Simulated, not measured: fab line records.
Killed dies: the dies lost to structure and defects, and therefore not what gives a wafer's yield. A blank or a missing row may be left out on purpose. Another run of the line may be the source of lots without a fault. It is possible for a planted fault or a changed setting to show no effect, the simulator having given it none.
The tool behind it: which one? / flow berkeley_cmos170 / 45 wafers from 15 lots sampled at 5 of the route's 331 steps

WHAT THE GAUGES SHOWED, per wafer
UCB170_GATE_OVL_MEAS_13. Usual: for GATE_OVL the level is 0 nm and the standard deviation is 4.3.
lot=L903; measured=day 7 18:36; on=overlay-02; GATE_OVL (nm)=-2 5 -3; flag=
lot=L904; measured=day 8 06:58; on=overlay-01; GATE_OVL (nm)=-1 -1 3; flag=
lot=L906; measured=day 8 07:12; on=overlay-02; GATE_OVL (nm)=4 5 -3; flag=
lot=L907; measured=day 8 07:23; on=overlay-01; GATE_OVL (nm)=0 1 1; flag=
lot=L909; measured=day 8 18:09; on=overlay-01; GATE_OVL (nm)=1 -9 -5; flag=
lot=L908; measured=day 8 18:24; on=overlay-02; GATE_OVL (nm)=2 0 5; flag=
lot=L911; measured=day 9 12:47; on=overlay-02; GATE_OVL (nm)=-6 -8 -2; flag=
lot=L913; measured=day 10 01:47; on=overlay-01; GATE_OVL (nm)=-10 -5 -2; flag=
lot=L917; measured=day 10 02:04; on=overlay-01; GATE_OVL (nm)=-1 -4 0; flag=
lot=L915; measured=day 10 02:11; on=overlay-02; GATE_OVL (nm)=-8 -2 -8; flag=
lot=L914; measured=day 10 02:19; on=overlay-01; GATE_OVL (nm)=1 -1 7; flag=
lot=L921; measured=day 11 18:16; on=overlay-02; GATE_OVL (nm)=4 4 0; flag=
lot=L924; measured=day 12 02:53; on=overlay-02; GATE_OVL (nm)=8 3 6; flag=
lot=L923; measured=day 12 03:00; on=overlay-01; GATE_OVL (nm)=1 0 -4; flag=
lot=L925; measured=day 12 15:49; on=overlay-01; GATE_OVL (nm)=3 11 5; flag=

UCB170_SILICIDE_RS_MEAS_02: measures by four-point-probe. Usual: for SILICIDE_TI_RS the level is 26.3 ohm/sq and the standard deviation is 0.49.
lot=L903; measured=day 8 15:23; on=film_metro-01; SILICIDE_TI_RS (ohm/sq)=25.7 25.8 25.7; flag=
lot=L904; measured=day 9 01:34; on=film_metro-04; SILICIDE_TI_RS (ohm/sq)=26.2 26.3 26.2; flag=
lot=L906; measured=day 9 01:54; on=film_metro-04; SILICIDE_TI_RS (ohm/sq)=26.0 25.9 25.8; flag=
lot=L907; measured=day 9 01:47; on=film_metro-01; SILICIDE_TI_RS (ohm/sq)=27.2 26.1 26.2; flag=
lot=L909; measured=day 9 13:13; on=film_metro-02; SILICIDE_TI_RS (ohm/sq)=26.3 26.7 25.8; flag=
lot=L908; measured=day 9 12:52; on=film_metro-02; SILICIDE_TI_RS (ohm/sq)=25.8 25.8 25.7; flag=
lot=L911; measured=day 10 04:03; on=film_metro-01; SILICIDE_TI_RS (ohm/sq)=25.9 26.9 26.4; flag=
lot=L913; measured=day 10 18:10; on=film_metro-01; SILICIDE_TI_RS (ohm/sq)=25.9 26.0 26.9; flag=
lot=L917; measured=day 10 18:53; on=film_metro-01; SILICIDE_TI_RS (ohm/sq)=17.1 17.2 17.3; flag=OFF
lot=L915; measured=day 10 18:22; on=film_metro-01; SILICIDE_TI_RS (ohm/sq)=17.2 16.9 16.7; flag=OFF
lot=L914; measured=day 10 18:58; on=film_metro-02; SILICIDE_TI_RS (ohm/sq)=16.9 17.4 17.4; flag=OFF
lot=L921; measured=day 12 08:42; on=film_metro-01; SILICIDE_TI_RS (ohm/sq)=26.3 26.1 26.2; flag=
lot=L924; measured=day 12 21:05; on=film_metro-01; SILICIDE_TI_RS (ohm/sq)=26.4 25.9 26.5; flag=
lot=L923; measured=day 12 22:23; on=film_metro-04; SILICIDE_TI_RS (ohm/sq)=26.1 26.6 26.5; flag=
lot=L925; measured=day 13 09:52; on=film_metro-01; SILICIDE_TI_RS (ohm/sq)=25.9 26.2 26.2; flag=

UCB170_SILICIDE_THK_MEAS_03: measures by xrf. Usual: for SILICIDE_TI_THK the level is 30.3 nm and the standard deviation is 0.47.
lot=L903; measured=day 8 15:30; on=film_metro-01; SILICIDE_TI_THK (nm)=31.0 30.9 30.9; flag=
lot=L904; measured=day 9 01:41; on=film_metro-04; SILICIDE_TI_THK (nm)=30.6 30.4 30.7; flag=
lot=L906; measured=day 9 02:01; on=film_metro-04; SILICIDE_TI_THK (nm)=30.7 30.7 30.8; flag=
lot=L907; measured=day 9 01:53; on=film_metro-01; SILICIDE_TI_THK (nm)=29.6 30.8 30.5; flag=
lot=L909; measured=day 9 13:19; on=film_metro-02; SILICIDE_TI_THK (nm)=30.2 29.7 30.7; flag=
lot=L908; measured=day 9 12:58; on=film_metro-02; SILICIDE_TI_THK (nm)=30.7 30.6 30.8; flag=
lot=L911; measured=day 10 04:10; on=film_metro-01; SILICIDE_TI_THK (nm)=30.6 29.5 30.0; flag=
lot=L913; measured=day 10 18:17; on=film_metro-01; SILICIDE_TI_THK (nm)=30.8 30.7 29.8; flag=
lot=L917; measured=day 10 19:01; on=film_metro-01; SILICIDE_TI_THK (nm)=43.7 43.6 43.5; flag=OFF
lot=L915; measured=day 10 18:28; on=film_metro-01; SILICIDE_TI_THK (nm)=43.3 44.3 44.9; flag=OFF
lot=L914; measured=day 10 19:05; on=film_metro-02; SILICIDE_TI_THK (nm)=44.4 43.2 43.2; flag=OFF
lot=L921; measured=day 12 08:49; on=film_metro-01; SILICIDE_TI_THK (nm)=30.3 30.5 30.4; flag=
lot=L924; measured=day 12 21:11; on=film_metro-01; SILICIDE_TI_THK (nm)=30.3 30.7 30.1; flag=
lot=L923; measured=day 12 22:31; on=film_metro-04; SILICIDE_TI_THK (nm)=30.5 30.1 30.1; flag=
lot=L925; measured=day 13 09:58; on=film_metro-01; SILICIDE_TI_THK (nm)=30.8 30.4 30.4; flag=

WHAT TOOL EACH LOT RAN ON (gives the tool, then ch and the chambers of the sampled wafers, and finally the start)
lot=L903; UCB170_NSD_STRIP_09=plasma_asher-04 ch 0,1, day 8 11:56; UCB170_SILICIDE_SPUTTER_01=pvd_sputter-01, day 8 15:21
lot=L904; UCB170_NSD_STRIP_09=plasma_asher-04 ch 0,1, day 8 22:52; UCB170_SILICIDE_SPUTTER_01=pvd_sputter-01, day 9 01:23
lot=L906; UCB170_NSD_STRIP_09=plasma_asher-02 ch 0,1, day 9 00:02; UCB170_SILICIDE_SPUTTER_01=pvd_sputter-01, day 9 01:52
lot=L907; UCB170_NSD_STRIP_09=plasma_asher-04 ch 0,1, day 8 23:46; UCB170_SILICIDE_SPUTTER_01=pvd_sputter-02, day 9 01:38
lot=L909; UCB170_NSD_STRIP_09=plasma_asher-04 ch 0,1, day 9 10:21; UCB170_SILICIDE_SPUTTER_01=pvd_sputter-02, day 9 13:10
lot=L908; UCB170_NSD_STRIP_09=plasma_asher-01 ch 0,1, day 9 09:59; UCB170_SILICIDE_SPUTTER_01=pvd_sputter-01, day 9 12:49
lot=L911; UCB170_NSD_STRIP_09=plasma_asher-04 ch 0,1, day 10 01:41; UCB170_SILICIDE_SPUTTER_01=pvd_sputter-02, day 10 04:00
lot=L913; UCB170_NSD_STRIP_09=plasma_asher-01 ch 0,1, day 10 16:04; UCB170_SILICIDE_SPUTTER_01=pvd_sputter-02, day 10 18:04
lot=L917; UCB170_NSD_STRIP_09=plasma_asher-01 ch 0,1, day 10 16:37; UCB170_SILICIDE_SPUTTER_01=pvd_sputter-02, day 10 18:33
lot=L915; UCB170_NSD_STRIP_09=plasma_asher-04 ch 0,1, day 10 16:20; UCB170_SILICIDE_SPUTTER_01=pvd_sputter-02, day 10 18:10
lot=L914; UCB170_NSD_STRIP_09=plasma_asher-04 ch 0,1, day 10 16:40; UCB170_SILICIDE_SPUTTER_01=pvd_sputter-02, day 10 18:39
lot=L921; UCB170_NSD_STRIP_09=plasma_asher-01 ch 0,1, day 12 06:44; UCB170_SILICIDE_SPUTTER_01=pvd_sputter-03, day 12 08:40
lot=L924; UCB170_NSD_STRIP_09=plasma_asher-02 ch 0,1, day 12 18:47; UCB170_SILICIDE_SPUTTER_01=pvd_sputter-03, day 12 21:00
lot=L923; UCB170_NSD_STRIP_09=plasma_asher-04 ch 0,1, day 12 19:44; UCB170_SILICIDE_SPUTTER_01=pvd_sputter-01, day 12 22:22
lot=L925; UCB170_NSD_STRIP_09=plasma_asher-02 ch 0,1, day 13 07:29; UCB170_SILICIDE_SPUTTER_01=pvd_sputter-01, day 13 09:49
- UCB170_NSD_STRIP_09: strips in O2.
- UCB170_SILICIDE_SPUTTER_01: material Ti, target thk 30 nm, time 25 s.

WHAT THE TOOLS THEMSELVES READ (means of the sampled wafers that have a number; where no wafer has one, the mark that the record gives instead)
UCB170_NSD_STRIP_09. Usual: drypump_motor_current_A 5.8 A, standard deviation 0.34; oes_product_au 0.533 a.u., standard deviation 0.0048; strip_time_to_endpoint_s 35.83 s, standard deviation 0.079.
lot=L903; tool=plasma_asher-04; drypump_motor_current_A (A)=6.2; oes_product_au (a.u.)=0.531; strip_time_to_endpoint_s (s)=35.85; flag=
lot=L904; tool=plasma_asher-04; drypump_motor_current_A (A)=6.2; oes_product_au (a.u.)=0.533; strip_time_to_endpoint_s (s)=35.79; flag=
lot=L906; tool=plasma_asher-02; drypump_motor_current_A (A)=5.5; oes_product_au (a.u.)=0.532; strip_time_to_endpoint_s (s)=35.99; flag=
lot=L907; tool=plasma_asher-04; drypump_motor_current_A (A)=6.2; oes_product_au (a.u.)=0.533; strip_time_to_endpoint_s (s)=35.80; flag=
lot=L909; tool=plasma_asher-04; drypump_motor_current_A (A)=6.2; oes_product_au (a.u.)=0.530; strip_time_to_endpoint_s (s)=35.92; flag=
lot=L908; tool=plasma_asher-01; drypump_motor_current_A (A)=5.7; oes_product_au (a.u.)=0.534; strip_time_to_endpoint_s (s)=35.72; flag=
lot=L911; tool=plasma_asher-04; drypump_motor_current_A (A)=6.2; oes_product_au (a.u.)=0.533; strip_time_to_endpoint_s (s)=35.93; flag=
lot=L913; tool=plasma_asher-01; drypump_motor_current_A (A)=5.8; oes_product_au (a.u.)=0.531; strip_time_to_endpoint_s (s)=35.85; flag=
lot=L917; tool=plasma_asher-01; drypump_motor_current_A (A)=5.8; oes_product_au (a.u.)=0.536; strip_time_to_endpoint_s (s)=35.77; flag=
lot=L915; tool=plasma_asher-04; drypump_motor_current_A (A)=6.2; oes_product_au (a.u.)=0.531; strip_time_to_endpoint_s (s)=35.79; flag=
lot=L914; tool=plasma_asher-04; drypump_motor_current_A (A)=6.1; oes_product_au (a.u.)=0.534; strip_time_to_endpoint_s (s)=35.71; flag=
lot=L921; tool=plasma_asher-01; drypump_motor_current_A (A)=5.7; oes_product_au (a.u.)=0.534; strip_time_to_endpoint_s (s)=35.92; flag=
lot=L924; tool=plasma_asher-02; drypump_motor_current_A (A)=5.6; oes_product_au (a.u.)=0.529; strip_time_to_endpoint_s (s)=35.88; flag=
lot=L923; tool=plasma_asher-04; drypump_motor_current_A (A)=6.2; oes_product_au (a.u.)=0.538; strip_time_to_endpoint_s (s)=35.80; flag=
lot=L925; tool=plasma_asher-02; drypump_motor_current_A (A)=5.5; oes_product_au (a.u.)=0.531; strip_time_to_endpoint_s (s)=35.77; flag=

UCB170_SILICIDE_SPUTTER_01. Usual: chamber_pressure_pa 0.4999 Pa, standard deviation 0.00092; throttle_valve_pct 30.0 %, standard deviation 1.3.
lot=L903; tool=pvd_sputter-01; chamber_pressure_pa (Pa)=0.4999; throttle_valve_pct (%)=31.5; flag=
lot=L904; tool=pvd_sputter-01; chamber_pressure_pa (Pa)=0.4993; throttle_valve_pct (%)=30.6; flag=
lot=L906; tool=pvd_sputter-01; chamber_pressure_pa (Pa)=0.4996; throttle_valve_pct (%)=31.1; flag=
lot=L907; tool=pvd_sputter-02; chamber_pressure_pa (Pa)=0.4993; throttle_valve_pct (%)=29.0; flag=
lot=L909; tool=pvd_sputter-02; chamber_pressure_pa (Pa)=0.5003; throttle_valve_pct (%)=28.9; flag=
lot=L908; tool=pvd_sputter-01; chamber_pressure_pa (Pa)=0.4993; throttle_valve_pct (%)=30.5; flag=
lot=L911; tool=pvd_sputter-02; chamber_pressure_pa (Pa)=0.5008; throttle_valve_pct (%)=28.7; flag=
lot=L913; tool=pvd_sputter-02; chamber_pressure_pa (Pa)=0.5001; throttle_valve_pct (%)=28.9; flag=
lot=L917; tool=pvd_sputter-02; chamber_pressure_pa (Pa)=0.4995; throttle_valve_pct (%)=29.0; flag=
lot=L915; tool=pvd_sputter-02; chamber_pressure_pa (Pa)=0.4998; throttle_valve_pct (%)=28.7; flag=
lot=L914; tool=pvd_sputter-02; chamber_pressure_pa (Pa)=0.5008; throttle_valve_pct (%)=30.0; flag=
lot=L921; tool=pvd_sputter-03; chamber_pressure_pa (Pa)=0.4999; throttle_valve_pct (%)=30.3; flag=
lot=L924; tool=pvd_sputter-03; chamber_pressure_pa (Pa)=0.4993; throttle_valve_pct (%)=29.0; flag=
lot=L923; tool=pvd_sputter-01; chamber_pressure_pa (Pa)=0.4995; throttle_valve_pct (%)=30.9; flag=
lot=L925; tool=pvd_sputter-01; chamber_pressure_pa (Pa)=0.5007; throttle_valve_pct (%)=31.8; flag=

THE ANSWER, worked out from the rows above alone
Rule: lot off if the mean of its wafers having a number is beyond 3 standard deviations from the usual mean. A lot without any number at a reading at which 4 lots or more have one is off too. All remaining lots with rows at the step are treated as sound. The gauges are gone through in route order, then the tools' own readings, and for those a lot's mean is taken as printed above. At the first step where some lot is off, the reading lying furthest off is the one used; lots without a number count as furthest.
Off: at UCB170_SILICIDE_RS_MEAS_02 (SILICIDE_TI_RS), L917, L915, L914.
A tool fits if, at a process step before that reading, it ran every lot that is off, and no sound lot after the first of them. Gauges at UCB170_SILICIDE_RS_MEAS_02: tried the same way as those tools. One candidate fits, namely pvd_sputter-02 at UCB170_SILICIDE_SPUTTER_01. Its last sound lot is L913 (day 10 18:04), its first lot that is off L915 (day 10 18:10): a fault that began between those two fits.

WHAT THE SIMULATOR HAD INSERTED
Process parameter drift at UCB170_SILICIDE_SPUTTER_01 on pvd_sputter-02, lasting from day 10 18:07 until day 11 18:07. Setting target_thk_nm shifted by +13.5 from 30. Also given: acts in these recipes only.
Shown lots that were struck: L917, L915, L914. The rule above found the same.
